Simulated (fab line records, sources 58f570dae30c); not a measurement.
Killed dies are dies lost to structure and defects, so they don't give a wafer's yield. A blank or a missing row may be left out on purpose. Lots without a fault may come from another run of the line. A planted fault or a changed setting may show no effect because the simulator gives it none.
Which tool did it? | flow berkeley_cmos170 | 14 lots, 42 wafers sampled, at 5 steps of a route of 331

WHAT THE GAUGES READ, wafer by wafer
UCB170_M1_CD_MEAS_09: target cd 700 nm.
lot  | measured     | on        | cd_nm (nm)
L964 | day 8 06:07  | cd_sem-02 | 699.9 701.1 699.9
L966 | day 8 21:58  | cd_sem-02 | 699.4 698.5 698.5
L965 | day 8 22:07  | cd_sem-01 | 698.6 698.2 698.7
L968 | day 9 15:04  | cd_sem-01 | 699.0 698.8 698.2
L967 | day 9 15:08  | cd_sem-02 | 698.9 698.8 699.3
L972 | day 9 16:02  | cd_sem-02 | 699.7 700.0 698.9
L969 | day 9 16:25  | cd_sem-02 | 699.7 699.1 698.3
L970 | day 9 16:35  | cd_sem-01 | 701.3 701.3 698.2
L973 | day 10 09:02 | cd_sem-01 | 700.7 700.5 702.2
L977 | day 11 09:01 | cd_sem-02 | 698.5 697.7 699.7
L979 | day 12 04:58 | cd_sem-01 | 699.5 700.7 698.3
L980 | day 12 05:59 | cd_sem-02 | 699.6 701.1 700.2
L986 | day 12 20:31 | cd_sem-02 | 701.4 700.3 699.4
L984 | day 12 20:47 | cd_sem-02 | 700.1 698.9 700.5

UCB170_V2_THK_MEAS_01.
lot  | measured     | on            | V2_TEOS_THK (nm)
L964 | day 8 16:49  | film_metro-03 | 1991 2010 2006
L966 | day 9 05:49  | film_metro-04 | 1968 1956 1997
L965 | day 9 06:59  | film_metro-03 | 1991 1997 1995
L968 | day 10 01:01 | film_metro-03 | 1977 2002 1992
L967 | day 10 00:28 | film_metro-04 | 1973 1985 2004
L972 | day 10 01:36 | film_metro-03 | 1973 2018 2003
L969 | day 10 02:04 | film_metro-02 | 1983 1952 2023
L970 | day 10 02:01 | film_metro-03 | 1968 1964 2029
L973 | day 11 08:22 | film_metro-04 | 1977 2018 1955
L977 | day 11 17:21 | film_metro-04 | 1949 1979 1983
L979 | day 12 15:05 | film_metro-03 | 1975 2000 1985
L980 | day 12 18:16 | film_metro-04 | 1960 1971 2029
L986 | day 13 04:57 | film_metro-04 | 1971 2003 2024
L984 | day 13 05:35 | film_metro-02 | 1986 1976 2017

UCB170_V2_OVL_MEAS_13.
lot  | measured     | on         | V2_OVL (nm)
L964 | day 8 19:40  | overlay-01 | 5 3 6
L966 | day 9 09:04  | overlay-02 | 15 11 12
L965 | day 9 09:19  | overlay-02 | -8 0 1
L968 | day 10 03:48 | overlay-01 | 7 8 8
L967 | day 10 02:16 | overlay-01 | 2 1 1
L972 | day 10 04:33 | overlay-01 | -2 -6 -10
L969 | day 10 05:28 | overlay-01 | -6 0 -4
L970 | day 10 05:14 | overlay-02 | -4 -8 -9
L973 | day 11 10:10 | overlay-01 | 2 7 0
L977 | day 11 19:04 | overlay-01 | 11 11 6
L979 | day 12 17:51 | overlay-02 | -5 -4 -8
L980 | day 12 20:08 | overlay-02 | -7 -4 -4
L986 | day 13 06:49 | overlay-01 | -3 -3 -4
L984 | day 13 08:16 | overlay-02 | -4 -6 -4

WHICH TOOL RAN EACH LOT (tool, then ch and the chambers of the sampled wafers, then the start)
lot  | UCB170_M2_METAL_ETCH_18           | UCB170_M2_STRIP_19
L964 | rie_metal-03 ch 1, day 8 16:07    | plasma_asher-03 ch 0,1, day 8 16:26
L966 | rie_metal-01 ch 0, day 9 05:15    | plasma_asher-04 ch 0,1, day 9 05:26
L965 | rie_metal-02 ch 0,1, day 9 06:25  | plasma_asher-04 ch 0,1, day 9 06:37
L968 | rie_metal-01 ch 1, day 10 00:19   | plasma_asher-03 ch 0,1, day 10 00:37
L967 | rie_metal-02 ch 0,1, day 9 23:50  | plasma_asher-04 ch 0,1, day 10 00:01
L972 | rie_metal-02 ch 1, day 10 01:02   | plasma_asher-03 ch 0,1, day 10 01:14
L969 | rie_metal-03 ch 0,1, day 10 01:30 | plasma_asher-01 ch 0,1, day 10 01:41
L970 | rie_metal-01 ch 1, day 10 01:16   | plasma_asher-04 ch 0,1, day 10 01:38
L973 | rie_metal-02 ch 0,1, day 11 07:49 | plasma_asher-04 ch 0,1, day 11 08:00
L977 | rie_metal-03 ch 0,1, day 11 16:50 | plasma_asher-01 ch 0,1, day 11 16:59
L979 | rie_metal-02 ch 0,1, day 12 14:34 | plasma_asher-04 ch 0,1, day 12 14:44
L980 | rie_metal-02 ch 1, day 12 17:42   | plasma_asher-03 ch 0, day 12 17:53
L986 | rie_metal-03 ch 0,1, day 13 04:23 | plasma_asher-01 ch 0,1, day 13 04:34
L984 | rie_metal-01 ch 0,1, day 13 05:01 | plasma_asher-04 ch 0,1, day 13 05:12
- UCB170_M2_METAL_ETCH_18: etches Al in Cl2/BCl3, stops on SiO2, target depth 1170 nm, time 195 s.
- UCB170_M2_STRIP_19: strips in O2.

WHAT THE TOOLS THEMSELVES READ (means of the sampled wafers that have a number; where no wafer has one, the mark that the record gives instead)
UCB170_M2_METAL_ETCH_18.
lot  | tool         | drypump_motor_current_A (A) | oes_product_au (a.u.) | throttle_valve_pct (%)
L964 | rie_metal-03 | 6.3                         | 0.870                 | 24.9
L966 | rie_metal-01 | 5.6                         | 0.839                 | 24.4
L965 | rie_metal-02 | 5.4                         | 0.856                 | 23.9
L968 | rie_metal-01 | 5.4                         | 0.868                 | 24.3
L967 | rie_metal-02 | 5.4                         | 0.848                 | 23.9
L972 | rie_metal-02 | 5.1                         | 0.817                 | 24.0
L969 | rie_metal-03 | 5.8                         | 0.848                 | 24.2
L970 | rie_metal-01 | 5.4                         | 0.867                 | 24.4
L973 | rie_metal-02 | 5.3                         | 0.838                 | 24.0
L977 | rie_metal-03 | 6.0                         | 0.863                 | 24.5
L979 | rie_metal-02 | 5.4                         | 0.810                 | 24.0
L980 | rie_metal-02 | 5.1                         | 0.783                 | 24.1
L986 | rie_metal-03 | 6.0                         | 0.861                 | 24.5
L984 | rie_metal-01 | 5.5                         | 0.882                 | 24.4

UCB170_M2_STRIP_19.
lot  | tool            | drypump_motor_current_A (A) | oes_product_au (a.u.)
L964 | plasma_asher-03 | 5.3                         | 0.552
L966 | plasma_asher-04 | 5.9                         | 0.551
L965 | plasma_asher-04 | 5.7                         | 0.548
L968 | plasma_asher-03 | 5.3                         | 0.541
L967 | plasma_asher-04 | 5.7                         | 0.538
L972 | plasma_asher-03 | 5.3                         | 0.531
L969 | plasma_asher-01 | 6.0                         | 0.537
L970 | plasma_asher-04 | 5.7                         | 0.547
L973 | plasma_asher-04 | 5.9                         | 0.539
L977 | plasma_asher-01 | 6.0                         | 0.554
L979 | plasma_asher-04 | 5.9                         | 0.480
L980 | plasma_asher-03 | 4.8                         | 0.459
L986 | plasma_asher-01 | 6.0                         | 0.533
L984 | plasma_asher-04 | 5.8                         | 0.547

THE ANSWER, worked out from the rows above alone
Rule: what is usual is taken from the lots themselves. Put in order of their means at a reading, lots are off if they are a third of the lots or fewer, leave a main group of 4 or more, and stand apart from it by a gap of 3 or more times the standard deviation of the main group's means; of several such gaps the widest counts. A main group whose means are all the same, to the digits that the tables above print for the reading, isn't used. A lot without any number at a reading at which 4 lots or more have one is off too. The other lots that the step has rows for count as sound. The gauges are gone through in route order, then the tools' own readings, and for those a lot's mean is taken as printed above. The first step at which some lot is off is used, and at that step the reading that is off furthest; a lot without a number counts as furthest.
Off: L979, L980, at UCB170_M2_STRIP_19 (oes_product_au). The main group: mean 0.543 a.u., standard deviation 0.0073.
A tool fits if, at that step or a process step before it, it ran every lot that is off, and no sound lot after the first of them. One fits: rie_metal-02 at UCB170_M2_METAL_ETCH_18. Its last sound lot is L973 (day 11 07:49), its first lot that is off L979 (day 12 14:34): a fault that began between those two fits.

WHAT THE SIMULATOR HAD PUT IN
Process parameter drift: rie_metal-02, from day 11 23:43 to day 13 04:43, at UCB170_M2_METAL_ETCH_18. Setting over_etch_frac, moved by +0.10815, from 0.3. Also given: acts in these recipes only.
Lots struck among those shown: L979, L980. The rule above found the same.
